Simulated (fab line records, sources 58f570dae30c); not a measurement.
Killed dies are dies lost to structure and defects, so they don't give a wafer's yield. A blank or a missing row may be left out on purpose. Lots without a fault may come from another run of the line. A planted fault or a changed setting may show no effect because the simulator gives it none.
Which tool did it? | flow berkeley_cmos170 | 14 lots, 42 wafers sampled, at 5 steps of a route of 331

WHAT THE GAUGES READ, wafer by wafer
UCB170_ACTIVE_THK_MEAS_03.
lot  | measured    | on            | ACTIVE_OXIDE_THK (nm)
L291 | day 3 22:40 | film_metro-04 | 25.9 25.6 26.0
L294 | day 4 10:46 | film_metro-04 | 25.7 25.2 25.6
L295 | day 4 16:08 | film_metro-03 | 25.6 25.9 25.6
L297 | day 5 02:04 | film_metro-02 | 26.2 26.2 25.9
L298 | day 5 07:47 | film_metro-04 | 26.9 27.1 26.8
L300 | day 5 18:50 | film_metro-03 | 25.5 25.6 25.5
L302 | day 6 05:07 | film_metro-04 | 26.3 26.2 26.0
L303 | day 6 05:11 | film_metro-03 | 26.8 26.8 26.4
L305 | day 7 02:43 | film_metro-02 | 27.4 26.9 27.0
L306 | day 7 12:11 | film_metro-02 | 34.0 34.1 34.2
L307 | day 7 02:43 | film_metro-03 | 27.3 27.1 26.8
L308 | day 7 15:10 | film_metro-03 | 32.9 32.6 32.3
L309 | day 7 21:46 | film_metro-03 | 26.1 25.9 26.1
L310 | day 7 21:43 | film_metro-04 | 26.2 25.8 25.5

UCB170_ACTIVE_OVL_MEAS_14.
lot  | measured    | on         | ACTIVE_OVL (nm)
L291 | day 4 05:56 | overlay-01 | -2 1 -1
L294 | day 4 18:16 | overlay-02 | 4 8 15
L295 | day 4 23:01 | overlay-01 | 3 7 6
L297 | day 5 11:58 | overlay-02 | -1 0 5
L298 | day 5 17:30 | overlay-01 | 10 13 10
L300 | day 6 06:02 | overlay-01 | 11 12 10
L302 | day 6 12:19 | overlay-01 | 5 3 4
L303 | day 6 13:13 | overlay-01 | -3 -5 -1
L305 | day 7 11:09 | overlay-02 | 12 2 7
L306 | day 7 23:01 | overlay-01 | 14 11 0
L307 | day 7 11:19 | overlay-01 | -1 2 -1
L308 | day 7 22:56 | overlay-02 | 14 11 7
L309 | day 8 05:17 | overlay-01 | 4 -1 0
L310 | day 8 05:09 | overlay-01 | 2 0 0

UCB170_M2_CD_MEAS_15: target cd 700 nm.
lot  | measured     | on        | cd_nm (nm)
L291 | day 7 16:53  | cd_sem-01 | 700.0 699.4 698.3
L294 | day 8 00:20  | cd_sem-02 | 702.9 702.4 702.1
L295 | day 8 10:53  | cd_sem-01 | 699.7 700.1 701.2
L297 | day 8 19:18  | cd_sem-01 | 700.4 700.1 700.5
L298 | day 8 19:33  | cd_sem-02 | 700.9 699.0 700.0
L300 | day 9 14:27  | cd_sem-01 | 700.4 700.5 700.8
L302 | day 9 18:26  | cd_sem-01 | 700.3 700.0 698.6
L303 | day 9 18:15  | cd_sem-02 | 698.4 700.5 699.7
L305 | day 10 15:28 | cd_sem-01 | 699.2 697.8 699.9
L306 | day 11 14:02 | cd_sem-02 | 700.0 701.4 700.8
L307 | day 10 15:47 | cd_sem-01 | 699.8 699.5 700.9
L308 | day 11 03:34 | cd_sem-02 | 697.5 697.4 697.8
L309 | day 11 14:20 | cd_sem-01 | 701.4 701.9 701.6
L310 | day 11 15:00 | cd_sem-01 | 702.3 699.6 701.1

WHICH TOOL RAN EACH LOT (tool, then ch and the chambers of the sampled wafers, then the start)
lot  | UCB170_ZERO_ETCH_06               | UCB170_ACTIVE_OXIDATION_02
L291 | rie_diel-01 ch 0,2,3, day 1 21:00 | furnace-02 ch 0, day 3 21:17
L294 | rie_diel-03 ch 0,1, day 2 11:35   | furnace-02 ch 0, day 4 09:25
L295 | rie_diel-03 ch 2,3, day 2 17:58   | furnace-01 ch 0, day 4 14:47
L297 | rie_diel-01 ch 0,1,3, day 3 00:53 | furnace-01 ch 0, day 5 00:43
L298 | rie_diel-01 ch 1,2, day 3 05:45   | furnace-03 ch 0, day 5 06:26
L300 | rie_diel-02 ch 0,3, day 3 15:59   | furnace-02 ch 0, day 5 17:21
L302 | rie_diel-02 ch 1,3, day 4 03:37   | furnace-03 ch 0, day 6 03:46
L303 | rie_diel-01 ch 0,1, day 4 06:54   | furnace-03 ch 0, day 6 03:46
L305 | rie_diel-01 ch 0,2,3, day 4 18:23 | furnace-03 ch 0, day 7 01:22
L306 | rie_diel-03 ch 0,3, day 4 23:51   | furnace-03 ch 0, day 7 10:49
L307 | rie_diel-02 ch 0,1, day 5 02:24   | furnace-03 ch 0, day 7 01:22
L308 | rie_diel-03 ch 0,1,2, day 5 11:13 | furnace-03 ch 0, day 7 13:49
L309 | rie_diel-02 ch 0,3, day 5 16:50   | furnace-02 ch 0, day 7 20:22
L310 | rie_diel-01 ch 0,2,3, day 5 21:07 | furnace-02 ch 0, day 7 20:22
- UCB170_ZERO_ETCH_06: etches SiO2 in CHF3/CF4/Ar, time 12 s.
- UCB170_ACTIVE_OXIDATION_02: target thk 26.4 nm, ox time 1260 s.

WHAT THE TOOLS THEMSELVES READ (means of the sampled wafers that have a number; where no wafer has one, the mark that the record gives instead)
UCB170_ZERO_ETCH_06.
lot  | tool        | drypump_motor_current_A (A) | oes_product_au (a.u.) | throttle_valve_pct (%)
L291 | rie_diel-01 | 5.5                         | 0.622                 | 9.19
L294 | rie_diel-03 | 5.5                         | 0.625                 | 9.24
L295 | rie_diel-03 | 6.2                         | 0.616                 | 9.20
L297 | rie_diel-01 | 5.8                         | 0.626                 | 9.32
L298 | rie_diel-01 | 5.9                         | 0.624                 | 9.32
L300 | rie_diel-02 | 5.4                         | 0.614                 | 9.19
L302 | rie_diel-02 | 5.4                         | 0.621                 | 9.37
L303 | rie_diel-01 | 6.0                         | 0.627                 | 9.36
L305 | rie_diel-01 | 5.5                         | 0.623                 | 9.20
L306 | rie_diel-03 | 5.7                         | 0.625                 | 9.21
L307 | rie_diel-02 | 5.6                         | 0.622                 | 9.35
L308 | rie_diel-03 | 5.9                         | 0.627                 | 9.23
L309 | rie_diel-02 | 5.3                         | 0.617                 | 9.21
L310 | rie_diel-01 | 5.5                         | 0.622                 | 9.20

UCB170_ACTIVE_OXIDATION_02.
lot  | tool       | ox_temp_c (C)
L291 | furnace-02 | 999.7
L294 | furnace-02 | 1000.3
L295 | furnace-01 | 1000.1
L297 | furnace-01 | 1000.3
L298 | furnace-03 | 999.6
L300 | furnace-02 | 1000.4
L302 | furnace-03 | 1000.3
L303 | furnace-03 | 1000.3
L305 | furnace-03 | 1000.0
L306 | furnace-03 | 999.9
L307 | furnace-03 | 1000.1
L308 | furnace-03 | 1000.2
L309 | furnace-02 | 1000.2
L310 | furnace-02 | 1000.2

THE ANSWER, worked out from the rows above alone
Rule: what is usual is taken from the lots themselves. Put in order of their means at a reading, lots are off if they are a third of the lots or fewer, leave a main group of 4 or more, and stand apart from it by a gap of 3 or more times the standard deviation of the main group's means; of several such gaps the widest counts. A main group whose means are all the same, to the digits that the tables above print for the reading, isn't used. A lot without any number at a reading at which 4 lots or more have one is off too. The other lots that the step has rows for count as sound. The gauges are gone through in route order, then the tools' own readings, and for those a lot's mean is taken as printed above. The first step at which some lot is off is used, and at that step the reading that is off furthest; a lot without a number counts as furthest.
Off: L306, L308, at UCB170_ACTIVE_THK_MEAS_03 (ACTIVE_OXIDE_THK). The main group: mean 26.2 nm, standard deviation 0.56.
A tool fits if, at a process step before that reading, it ran every lot that is off, and no sound lot after the first of them. The gauges at UCB170_ACTIVE_THK_MEAS_03 are tried like those tools. Can't be told from this: 2 tools fit, rie_diel-03 at UCB170_ZERO_ETCH_06, furnace-03 at UCB170_ACTIVE_OXIDATION_02.

WHAT THE SIMULATOR HAD PUT IN
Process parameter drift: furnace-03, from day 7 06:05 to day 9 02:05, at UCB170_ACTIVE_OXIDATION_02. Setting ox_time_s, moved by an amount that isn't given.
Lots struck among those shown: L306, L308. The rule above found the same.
